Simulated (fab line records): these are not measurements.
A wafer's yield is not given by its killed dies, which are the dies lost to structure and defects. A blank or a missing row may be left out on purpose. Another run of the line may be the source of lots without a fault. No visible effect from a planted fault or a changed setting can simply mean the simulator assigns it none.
The tool behind it: which one? + flow berkeley cmos170 + 45 wafers from 15 lots sampled at 3 of the route's 331 steps

## WHAT THE GAUGES READ, wafer by wafer
UCB170_FIELD_THK_MEAS_90.
| lot  | measured    | on            | FIELD_OXIDE_LEFT_1_THK (nm) |
|------|-------------|---------------|-----------------------------|
| L441 | day 5 23:53 | film metro-01 | 422 425 425                 |
| L442 | day 5 23:53 | film metro-03 | 428 423 430                 |
| L444 | day 6 22:08 | film metro-04 | 430 434 437                 |
| L443 | day 6 22:08 | film metro-03 | 429 428 440                 |
| L450 | day 7 02:17 | film metro-04 | 437 432 443                 |
| L446 | day 7 02:20 | film metro-03 | 421 422 426                 |
| L449 | day 7 02:20 | film metro-04 | 435 442 448                 |
| L451 | day 7 13:43 | film metro-01 | 429 434 439                 |
| L457 | day 8 16:37 | film metro-03 | 452 442 452                 |
| L458 | day 9 04:40 | film metro-03 | 435 449 437                 |
| L459 | day 9 20:34 | film metro-01 | 421 420 435                 |
| L463 | day 9 20:34 | film metro-04 | 426 449 432                 |
| L464 | day 9 20:35 | film metro-03 | 435 434 438                 |
| L460 | day 9 20:46 | film metro-03 | 412 413 416                 |
| L461 | day 9 20:46 | film metro-04 | 423 410 413                 |

UCB170_PLDD_CD_MEAS_06 targets a cd of 1200 nm.
| lot  | measured     | on        | cd nm (nm)           |
|------|--------------|-----------|----------------------|
| L441 | day 7 10:26  | cd sem-02 | 1199.6 1199.7 1200.0 |
| L442 | day 7 11:31  | cd sem-02 | 1200.1 1200.4 1201.9 |
| L444 | day 8 12:56  | cd sem-02 | 1199.7 1200.4 1198.5 |
| L443 | day 8 12:14  | cd sem-02 | 1202.5 1202.1 1202.5 |
| L450 | day 8 12:33  | cd sem-02 | 1199.5 1199.2 1199.3 |
| L446 | day 8 13:02  | cd sem-02 | 1199.0 1199.7 1198.7 |
| L449 | day 8 12:47  | cd sem-02 | 1201.4 1200.8 1201.4 |
| L451 | day 9 02:25  | cd sem-02 | 1197.6 1198.5 1197.8 |
| L457 | day 10 07:28 | cd sem-01 | 1199.7 1200.3 1198.3 |
| L458 | day 10 23:49 | cd sem-02 | 1201.2 1199.5 1199.0 |
| L459 | day 11 13:02 | cd sem-02 | 1201.1 1199.4 1200.5 |
| L463 | day 11 12:04 | cd sem-02 | 1200.7 1200.8 1199.9 |
| L464 | day 11 12:41 | cd sem-01 | 1197.9 1198.1 1198.6 |
| L460 | day 11 11:22 | cd sem-02 | 1199.7 1199.8 1200.3 |
| L461 | day 11 12:25 | cd sem-02 | 1200.6 1200.2 1200.9 |

## WHAT TOOL EACH LOT RAN ON (gives the tool, then ch and the chambers of the sampled wafers, and finally the start)
| lot  | UCB170_PVT_STRIP_08                  |
|------|--------------------------------------|
| L441 | plasma asher-03 ch 0,1, day 6 16:38  |
| L442 | plasma asher-02 ch 0,1, day 6 16:49  |
| L444 | plasma asher-01 ch 0,1, day 7 19:59  |
| L443 | plasma asher-01 ch 0,1, day 7 20:44  |
| L450 | plasma asher-01 ch 0,1, day 7 21:59  |
| L446 | plasma asher-03 ch 0,1, day 7 20:40  |
| L449 | plasma asher-01 ch 0,1, day 7 21:43  |
| L451 | plasma asher-03 ch 0,1, day 8 07:26  |
| L457 | plasma asher-02 ch 0,1, day 9 13:09  |
| L458 | plasma asher-02 ch 0,1, day 10 02:59 |
| L459 | plasma asher-01 ch 0,1, day 10 20:09 |
| L463 | plasma asher-01 ch 0,1, day 10 19:51 |
| L464 | plasma asher-03 ch 0,1, day 10 19:49 |
| L460 | plasma asher-03 ch 0,1, day 10 18:47 |
| L461 | plasma asher-03 ch 0,1, day 10 20:10 |
- UCB170_PVT_STRIP_08: strips in O2.

## WHAT THE TOOLS THEMSELVES READ (means of the sampled wafers that have a number; where no wafer has one, the mark that the record gives instead)
UCB170_PVT_STRIP_08.
| lot  | tool            | drypump motor current A (A) | oes product au (a.u.) | strip time to endpoint s (s) |
|------|-----------------|-----------------------------|-----------------------|------------------------------|
| L441 | plasma asher-03 | 5.3                         | 0.734                 | 21.59                        |
| L442 | plasma asher-02 | 6.2                         | 0.733                 | 21.59                        |
| L444 | plasma asher-01 | 6.0                         | 0.736                 | 21.55                        |
| L443 | plasma asher-01 | 6.0                         | 0.732                 | 21.55                        |
| L450 | plasma asher-01 | 6.0                         | 0.733                 | 21.60                        |
| L446 | plasma asher-03 | 5.4                         | 0.734                 | 21.58                        |
| L449 | plasma asher-01 | 6.0                         | 0.735                 | 21.56                        |
| L451 | plasma asher-03 | 5.3                         | 0.730                 | 21.69                        |
| L457 | plasma asher-02 | 6.0                         | 0.737                 | 21.63                        |
| L458 | plasma asher-02 | 6.2                         | 0.735                 | 21.63                        |
| L459 | plasma asher-01 | 6.0                         | 0.734                 | 21.63                        |
| L463 | plasma asher-01 | 6.0                         | 0.734                 | 21.61                        |
| L464 | plasma asher-03 | 5.4                         | 0.731                 | 21.56                        |
| L460 | plasma asher-03 | 5.3                         | 0.735                 | 21.67                        |
| L461 | plasma asher-03 | 5.3                         | 0.735                 | 21.60                        |

## THE ANSWER, worked out from the rows above alone
Rule: the lots themselves supply what counts as usual. The widest of any qualifying gaps counts: lots, ordered by their means at a reading, are off when they make up no more than a third of the lots, leave a main group of 4 or more, and stand apart from it by 3 or more times the standard deviation of that group's means. A main group whose means are all the same, to the digits that the tables above print for the reading, isn't used. Also off: a lot with no number at a reading for which 4 or more lots have one. The other lots that the step has rows for count as sound. First the gauges in route order, then the tools' own readings, where a lot's mean is used as printed above. At the first step where some lot is off, the reading lying furthest off is the one used; lots without a number count as furthest.
Across all readings shown, no lot is off: no conclusion can be drawn from this.

## WHAT THE SIMULATOR HAD INSERTED
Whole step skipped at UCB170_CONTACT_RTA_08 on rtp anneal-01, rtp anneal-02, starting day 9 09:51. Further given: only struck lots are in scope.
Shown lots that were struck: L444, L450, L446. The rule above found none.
